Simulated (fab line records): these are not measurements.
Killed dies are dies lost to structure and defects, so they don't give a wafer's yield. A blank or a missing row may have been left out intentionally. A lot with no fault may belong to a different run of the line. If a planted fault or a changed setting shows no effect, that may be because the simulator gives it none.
fab line records	flow rit-cmos
record: lots: 11	wafers: 33	last-day: 8
route steps=202 shown SPACER@128 M1@202
lots that met no fault: taken from a fault-free run of the same line
start-h: start of the lot's first displayed wafer, in hours after the record's first day	wait-h: how many hours have passed since the lot's step before this one	" same as the row above	L1.1+2: a row that stands for several wafers	- no value, or no start was given	* or withheld: withheld	< > ~ a bound
route shown NAME@n: NAME is a module with steps in the file, n the number in the route of the first one	usual: the fault-free wafers' mean and standard deviation	same: alike in all rows	chamber/n: place in a boat	sites: per-site readings	_std_site: how widely they spread, as a standard deviation	_edge_site: outer sites' mean less inner sites'	radius-mm: how far each site lies from the wafer's centre	mask NAME#n: copy n	behind: the last tool/chamber to shape the wafer	hold: the reason the lot was held/the length of the hold in hours/how it ended	device: names the non-switching transistor (n, p or np)	end of line: the tests these same wafers got at the end of their route	for a step that has no rows: nothing shown but its recipe	killed: dies lost to structure and defects at the first sort, not the wafer's yield	map: the dies of a wafer, with x for killed, . for not killed, _ for no die there
set.NAME: the setting the step ran with; set.NAME@STEP: the setting that earlier step ran with	model.NAME: the simulator's own value behind a step, which no gauge read
route steps across a sampled set of lots; one table per step, one row per wafer
services: the hour from which a tool's chamber was out of use, counted from the record's first day as start-h (under 0 if before that day), plus the number of hours and why
== steps ==
step: RIT_SPACER_CVD_03
recipe: material: Si3N4	target-thk-nm: 250	temp-c: 810	precursor: SiH2Cl2/NH3	time-s: 3300	pressure-mtorr: 300	sih2cl2-flow-sccm: 60	nh3-flow-sccm: 150
same: time-s: 3300
lot.wafer	tool	chamber	start-h	wait-h
L588.3+5+6	lpcvd-01	0	48.68	0.0
L589.2+4+6	lpcvd-02	1	53.74	0.0
L590.3+5+6	lpcvd-02	1	55.65	0.5
L592.1+2+3	lpcvd-02	0	73.05	0.0
L599.3+5+6	lpcvd-01	1	109.80	0.0
L600.3+4+6	lpcvd-02	0	111.01	0.0
L602.1+5+6	lpcvd-01	1	119.20	0.0
L604.2+3+6	lpcvd-01	1	129.41	0.0
L607.3+4+6	lpcvd-01	1	145.24	0.0
L609.1+2+3	lpcvd-01	1	157.79	0.0
L611.1+2+6	lpcvd-02	0	174.95	0.0
step: RIT_M1_PROBE_99
usual: killed_at_M0_to_M3: 0.0/0.12	killed-at-front-end: 6/3.1	killed-dies: 6/3.1	killed-on-rim: 1.7/1.3	killed-open: 3.2/1.9	killed-short: 3.2/2.1
same: gross-dies: 264	killed_at_M4_up: 0	killed-at-back-side: 0	killed-at-contacts: 0	killed-at-other: 0
lot.wafer	tool	chamber	start-h	wait-h	killed_at_M0_to_M3	killed-at-front-end	killed-dies	killed-on-rim	killed-open	killed-short
L599.3	prober-01	-	123.03	0.2	0	4	4	1	4	0
L599.5	prober-01	-	123.13	0.2	0	10	10	4	5	4
L599.6	prober-01	-	123.18	0.2	0	5	5	0	3	2
L600.3	prober-02	-	125.00	0.2	0	18	18	6	4	6
L600.4	prober-02	-	125.05	0.2	0	15	15	5	2	4
L600.6	prober-02	-	125.15	0.2	0	11	11	4	3	1
L602.1	prober-02	-	158.74	0.1	0	10	10	3	3	7
L602.5	prober-02	-	158.94	0.2	0	6	6	1	6	0
L602.6	prober-02	-	158.99	0.2	0	2	2	2	2	0
killed by level:class
L599.3 FOX1:geometric-particle:open=2 REOX:geometric-particle:open=2
L599.5 GATE:geometric-particle:open=3 ACTIVE:geometric-particle:short=1 FOX2:geometric-particle:open=1 FOX2:geometric-particle:short=1 GATE:geometric-particle:short=1 REOX:geometric-particle:open=1 REOX:geometric-particle:short=1 PLDD:coat-microbubble-printed=1
L599.6 GATE:geometric-particle:open=3 GATE:geometric-particle:short=1 REOX:geometric-particle:short=1
L600.3 SPACER:unspecified=8 GATE:geometric-particle:open=3 GATE:geometric-particle:short=3 FOX1:geometric-particle:short=1 SPACER:geometric-particle:open=1 SPACER:geometric-particle:short=1 SILICIDE:geometric-particle:short=1
L600.4 SPACER:unspecified=9 GATE:geometric-particle:short=2 REOX:geometric-particle:short=1 SPACER:geometric-particle:short=1 SPACER:geometric-particle:open=1 SILICIDE:geometric-particle:open=1
L600.6 SPACER:unspecified=7 FOX1:geometric-particle:open=1 REOX:geometric-particle:short=1 SPACER:geometric-particle:open=1 SILICIDE:geometric-particle:open=1
L602.1 GATE:geometric-particle:short=3 FOX1:geometric-particle:short=1 FOX1:geometric-particle:open=1 REOX:geometric-particle:open=1 REOX:geometric-particle:short=1 SPACER:geometric-particle:short=1 SILICIDE:geometric-particle:short=1 SILICIDE:geometric-particle:open=1
L602.5 GATE:geometric-particle:open=2 REOX:geometric-particle:open=2 SPACER:geometric-particle:open=1 SILICIDE:geometric-particle:open=1
L602.6 FOX1:geometric-particle:open=1 SILICIDE:geometric-particle:open=1
== services ==
tool	chamber	start-h	hours	kind
lpcvd-01	-	134.26	2.8	pm
== key ==
first-sign: step: RIT_M1_PROBE_99	reading: killed-at-front-end	direction: up	sigmas: 2.7	usual: 6	struck: 15
effect: step: RIT_M1_PROBE_99	reading: killed-dies	direction: up	sigmas: 2.6	usual: 6	struck: 15
met-at RIT_SPACER_CVD_03
struck-lots L600
struck-wafers L600.3,L600.4,L600.6
tester-left-out L600
onset-between 73.05 111.01
fault: kind: chamber-particle-source	tool: lpcvd-02	chamber: 0	onset-h: 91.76	steps: RIT_SPACER_CVD_03	rate-per-visit-cm2: 0.070973	end-h: 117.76
tester-left-out: of these lots the tester's yield and bins aren't shown, on N5 and GAA mostly nor the transistor test; their killed dies are dies lost to structure and defects alone, not to doping, threshold or leakage, so they don't give the yield
